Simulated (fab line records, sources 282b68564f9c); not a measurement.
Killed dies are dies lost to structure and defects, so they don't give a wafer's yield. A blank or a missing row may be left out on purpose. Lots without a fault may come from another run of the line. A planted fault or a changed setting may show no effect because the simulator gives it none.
A struck lot beside a sound one | flow rit_cmos | 15 steps out of a route of 202
Sound: wafers L645.3, L645.4, L645.6. Struck: wafer L656.6. (L656.2, L656.4 of the same lot were not struck and are left out.) The cause comes at the end.
At each step with rows: each side's tool, then ch and its chambers, then its first start. Under that, the readings that differ: sound wafers | struck wafers | difference of the means | sigmas: that difference in standard deviations of wafers without a fault.
alike: readings whose means differ by less than 2 such deviations, and words and numbers that are the same on both sides. not compared: withheld readings, readings that some wafer has no value for, bounds like >300 that may hide the same value, and numbers for which the record gives no deviation and whose values overlap.
The two part at a step that has a row with sigmas, a row that says differs or no value, or rows on one side only. Numbers that don't overlap but have no deviation are shown without sigmas and don't part them. A reading that every wafer of one side lacks parts them only if that side has two wafers or more.

RIT_M1_SPUTTER_00: material Al, target thk 400 nm, time 500 s.
  sound on pvd_sputter-04, day 5 16:14; struck on pvd_sputter-04, day 8 02:09
  alike: throttle_valve_pct
RIT_M1_RS_MEAS_01: measures by four-point-probe.
  sound on film_metro-03, day 5 16:34; struck on film_metro-04, day 8 02:28
  alike: M1_AL_RS
RIT_M1_THK_MEAS_02: measures by xrf.
  sound on film_metro-03, day 5 16:40; struck on film_metro-04, day 8 02:34
  alike: M1_AL_THK
then, 6 steps without rows for these wafers: RIT_M1_HMDS_03 (prime time 60 s); RIT_M1_COAT_04 (resist thk 1300 nm); RIT_M1_SOFTBAKE_05 (time 60 s); RIT_M1_EXPOSE_06 (exposes mask M12, target cd 2600 nm); RIT_M1_PEB_07; RIT_M1_DEVELOP_08 (develop time 68 s).
RIT_M1_CD_MEAS_09: target cd 2600 nm.
  sound on cd_sem-02, day 5 17:38; struck on cd_sem-01, day 8 03:41
  alike: cd_nm
RIT_M1_OVL_MEAS_10:
  sound on overlay-01, day 5 17:43; struck on overlay-01, day 8 03:47
  alike: M1_OVL
then, 1 step without rows for these wafers: RIT_M1_HARDBAKE_11 (time 120 s).
RIT_M1_METAL_ETCH_12: etches Al in Cl2/BCl3, stops on SiO2, time 165 s, target depth 600 nm.
  sound on rie_metal-01 ch 0,1, day 5 18:03; struck on rie_metal-03 ch 0, day 8 04:04
  reading                                 | sound             | struck  | difference | sigmas
  over_etch_frac                          | 0.5 0.5 0.5       | 0.65677 | +0.15677   |
  model.NOVOLAK_of_M1_COAT_04.thk_nm (nm) | 807.5 819.2 819.1 | 771.6   | -43.7      |
  alike: drypump_motor_current_A, oes_product_au, throttle_valve_pct
  not compared: rf_hours_counter_h
then, 1 step without rows for these wafers: RIT_M1_STRIP_13 (strips in nmp, time 600 s).
RIT_M1_PROBE_99:
  sound on prober-02, day 5 20:22; struck on prober-02, day 8 06:35
  alike: defect_limited_yield, killed_at_M0_to_M3, killed_at_contacts, killed_at_front_end, killed_dies, killed_open, killed_short, sort_bin_3_pad_short, sort_bin_5_function, sort_bin_6_memory, sort_n_pass, sort_yield_pct

WHERE THEY PART
Nowhere in this record.

WHY: what the simulator had put in
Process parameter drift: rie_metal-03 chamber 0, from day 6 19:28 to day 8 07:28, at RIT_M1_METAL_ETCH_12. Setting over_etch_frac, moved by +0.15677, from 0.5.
